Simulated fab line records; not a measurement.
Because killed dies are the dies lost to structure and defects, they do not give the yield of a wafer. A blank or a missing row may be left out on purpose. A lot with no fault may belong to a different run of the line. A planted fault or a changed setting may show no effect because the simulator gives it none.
One fault through the eyes of 2 desks | flow ritCmos | only its own numbers are on each desk; what lay behind them is given at the end

## FROM THE METROLOGY DESK
What the gauges read, lot by lot, whatever tool the lot ran on: means of the sampled wafers that have a number. The brackets show how far a lot's mean lies from the usual mean; more than 4 standard deviations puts the lot out of limits, marked OUT.
Columns: A = REOX_OXIDE_THK at RIT_REOX_THK_MEAS_04, usual 24.8 nm; B = PLDD_TW at RIT_PLDD_TW_MEAS_10, usual 2361; C = cdNm at RIT_CONTACT_CD_MEAS_08, usual 1000.9 nm; D = cdNm at RIT_CONTACT_CD_MEAS_90, usual 1001.0 nm
lot  | first seen here | A    | B    | C      | D
L372 | day 2 21:31     | 25.3 | 2379 | 998.8  | 999.0
L373 | day 3 03:10     | 25.4 | 2376 | 1001.8 | 1001.8
L374 | day 3 06:53     | 25.7 | 2378 | 1003.3 | 1003.1
L375 | day 3 09:26     | 25.2 | 2350 | 1001.8 | 1001.8
L376 | day 3 17:08     | 25.7 | 2374 | 1000.4 | 1000.3
L377 | day 3 21:37     | 25.2 | 2353 | 1004.5 | 1004.9
L378 | day 4 00:26     | 25.2 | 2360 | 1000.0 | 999.8
L379 | day 4 04:22     | 24.1 | 2372 | 1001.5 | 1001.8
L380 | day 4 12:37     | 23.9 | 2355 | 1002.2 | 1002.0
L381 | day 4 15:10     | 22.9 | 2356 | 1001.5 | 1001.5
L382 | day 4 22:36     | 24.7 | 2356 | 1002.6 | 1002.6
L383 | day 5 00:19     | 22.9 | 2352 | 1000.5 | 1000.9
L393 | day 7 03:10     | 24.2 | 2355 | 1000.8 | 1001.1
L394 | day 7 09:39     | 25.1 | 2360 | 1003.2 | 1003.4
L395 | day 7 13:05     | 24.8 | 2365 | 997.1  | 997.3
Result from this desk: across the 15 lots, nothing is out of limits.

## TOOL OWNER'S DESK, furnace-01
The tool's own readings at RIT_REOX_OXIDATION_03 (target thk 25.2 nm, ox time 5580 s): means of the sampled wafers that have a number, for each lot that ran on this tool. The brackets show how far a lot's mean lies from the usual mean; more than 4 standard deviations puts the lot out of limits, marked OUT.
Columns: A = spikeTcCentreC at RIT_REOX_OXIDATION_03, usual 901.6 C; B = spikeTcLoadC at RIT_REOX_OXIDATION_03, usual 925 C; C = spikeTcSourceC at RIT_REOX_OXIDATION_03, usual 925.6 C; D = tubeCenterTempC at RIT_REOX_OXIDATION_03, usual 900.01 C; E = tube_center_temp_C_max at RIT_REOX_OXIDATION_03, usual 902.4
lot  | first seen here | A                | B   | C                | D                | E
L372 | day 2 18:58     | 900.9            | 929 | 924.1            | 899.97           | 902.1
L379 | day 4 01:47     | 900.4            | 928 | 923.5            | 899.98           | 902.6
L380 | day 4 10:03     | 895.3 (-4.5) OUT | 922 | 917.2 (-4.2) OUT | 893.24 (-79) OUT | 895.7 (-16) OUT
L381 | day 4 12:36     | 893.5 (-5.8) OUT | 922 | 916.7 (-4.4) OUT | 893.19 (-79) OUT | 895.2 (-18) OUT
L383 | day 4 21:44     | 893.5 (-5.8) OUT | 921 | 916.9 (-4.3) OUT | 893.23 (-79) OUT | 895.7 (-16) OUT
Finding of this desk: L380, L381, L383 out of limits; the first was L380 at day 4 10:03, on spikeTcCentreC at RIT_REOX_OXIDATION_03. L372, L379 stayed within limits.

## ALL TOGETHER
The tool owner's desk could have raised an alarm at day 4 10:03, on L380, L381, L383.
From the metrology desk's view, nothing was out of limits.
The metrology desk holds a record of L380, L381, L383, inside its limits.
All the named lots went through RIT_REOX_OXIDATION_03 on furnace-01.

## WHAT THE SIMULATOR PUT IN
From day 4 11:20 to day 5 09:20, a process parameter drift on furnace-01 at RIT_REOX_OXIDATION_03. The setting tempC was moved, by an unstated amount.
Struck lots among those shown: L380, L381, L383.
